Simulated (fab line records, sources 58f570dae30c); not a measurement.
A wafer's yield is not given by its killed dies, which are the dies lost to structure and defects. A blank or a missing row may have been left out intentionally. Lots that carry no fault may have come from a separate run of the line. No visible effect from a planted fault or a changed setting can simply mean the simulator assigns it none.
A single fault, viewed from 2 desks    flow berkeley cmos170    only its own numbers are on each desk; what lay behind them is given at the end

## FROM THE METROLOGY DESK
Lot by lot, what the gauges showed, no matter which tool ran the lot: averages of those sampled wafers that carry a number. Any lot whose mean is over 4 standard deviations away from the usual mean is out of limits and marked OUT; that distance is given in the brackets.
Columns: A = cd nm at UCB170_PSD_CD_MEAS_06, usual 1200.4 nm; B = V2_TEOS_THK at UCB170_V2_THK_MEAS_01, usual 1999 nm
lot   first seen here  A       B
L438  day 7 16:41      1200.1  1983
L439  day 7 16:50      1200.3  1996
L442  day 8 21:24      1198.9  1992
L441  day 8 21:34      1201.6  2010
L443  day 8 21:41      1198.0  2020
L440  day 8 21:47      1200.6  2011
L445  day 8 21:56      1201.3  2005
L444  day 8 22:09      1200.1  1994
L448  day 10 00:34     1202.6  1994
L449  day 10 06:25     1198.4  2015
L454  day 10 23:18     1199.8  2261 (+9.0) OUT
L455  day 11 15:55     1200.0  1982
L460  day 12 13:38     1200.1  2016
Finding of this desk: L454 out of limits, first seen on L454 at day 11 20:40 (V2_TEOS_THK at UCB170_V2_THK_MEAS_01). In limits: L438, L439, L442, L441, L443, L440, L445, L444, L448, L449, L455, L460.

## AT THE TOOL OWNER'S DESK: pecvd-02
The tool's own readings at UCB170_V2_CVD_00 (deposits SiO2 from TEOS/O2, target thk 2000 nm, time 250 s): means of the sampled wafers that have a number, for each lot that ran on this tool. Any lot whose mean is over 4 standard deviations away from the usual mean is out of limits and marked OUT; that distance is given in the brackets.
Columns: A = heater power w at UCB170_V2_CVD_00, usual 235 W; B = susceptor temp C at UCB170_V2_CVD_00, usual 390.04 C
lot   first seen here  A    B
L438  day 8 14:59      249  390.03
L443  day 9 19:25      234  390.00
L440  day 9 20:57      256  390.11
L448  day 10 20:34     194  390.00
L449  day 11 05:00     228  389.96
L454  day 11 20:25     276  390.12
Result from this desk: across the 6 lots, nothing is out of limits.

## BROUGHT TOGETHER
At day 11 20:40 the metrology desk could have sounded an alarm, on L454.
The desk of the tool owner found nothing out of limits.
On record at the tool owner's desk: L454, within its limits.
On pecvd-02, each named lot ran UCB170_V2_CVD_00.

## WHAT HAD BEEN PUT IN BY THE SIMULATOR
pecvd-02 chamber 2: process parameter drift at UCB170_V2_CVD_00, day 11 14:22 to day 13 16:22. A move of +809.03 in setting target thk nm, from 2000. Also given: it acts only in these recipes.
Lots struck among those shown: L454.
Time in hours between the start of the fault and the first out-of-limits reading at each desk: metrology desk, 6.
